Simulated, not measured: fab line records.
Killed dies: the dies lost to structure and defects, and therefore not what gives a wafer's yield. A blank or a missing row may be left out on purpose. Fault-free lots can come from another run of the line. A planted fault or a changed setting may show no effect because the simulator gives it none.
Problem report in the 8D (eight disciplines) form, filled by code    flow rit-cmos    the parts of the form that need people (team, actions taken, sign-off) are left out

## 1. THE PROBLEM
Mean of oes-product-au at RIT_GATE_ETCH_19: 0.978 a.u. across 6 wafers in 2 lots; on wafers with no fault it is 0.847 a.u. (standard deviation 0.016). Measured from the usual mean, that is +8.2 standard deviations.
The step: etches poly-Si in SF6/CHF3/O2, stops on SiO2, time 165 s, target depth 312.5 nm.
Earliest sighting: wafer L654.3 on rie-si-01 at day 5 19:17. Wafers with a number at this step in the record: 18, from 6 lots. By rule, "out" or "out of limits" means more than 4 standard deviations away from the usual mean. The other wafers with a number count as sound.

## 2. WHAT IT IS, WHAT IT ISN'T
question                     is                      is not
which readings at this step  oes-product-au          drypump-motor-current-A
which lots                   L654, L656              L639, L646, L659, L661
which wafers of those lots   all that have a number  -
read on which tools          rie-si-01               rie-si-02
when                         from day 5 19:17        up to then (6 sound wafers); but 6 sound wafers of L659, L661 came after

## 3. THE SUSPECTS, EACH WITH WHAT RULES IT OUT
Counting: a tool stays on the suspect list if, at a process step up to the reading, it processed all lots that are out and no sound lot following the first of them.
- rie-si-01 at RIT_GATE_ETCH_19 (etches poly-Si in SF6/CHF3/O2, stops on SiO2, time 165 s, target depth 312.5 nm): kept. It ran every lot that is out, first L654 (day 5 19:17), and no sound lot after that; its last sound lot up to then is L646 (day 4 01:20). On those wafers its own readings are out: oes-product-au.
Remaining after the count: rie-si-01 at RIT_GATE_ETCH_19.

## 4. THE CAUSE (what the simulator had put in)
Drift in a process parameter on rie-si-01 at RIT_GATE_ETCH_19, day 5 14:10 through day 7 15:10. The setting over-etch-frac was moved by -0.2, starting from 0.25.
Only this tool survived the counting.

## 5. THE CHAIN OF EFFECTS, in route order
Each row: a reading whose mean over the struck wafers that have a number lies more than 3 standard deviations from the usual. Scope: only readings with a usual standard deviation given in the record; hours: median across lots of the time from each lot's start at the first step in this table that gives one to its start at this step; sigmas: change in usual standard deviations.
hours  step              reading         usual       on struck wafers  change  sigmas
0      RIT_GATE_ETCH_19  oes-product-au  0.847 a.u.  0.978             +0.131  +8.2
The process steps in it:
- RIT_GATE_ETCH_19: etches poly-Si in SF6/CHF3/O2, stops on SiO2, time 165 s, target depth 312.5 nm.

## 6. WHAT WOULD HAVE CAUGHT IT SOONER
5 hours passed between the start of the fault at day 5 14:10 and the first reading out of limits in this record, taken at day 5 19:17.
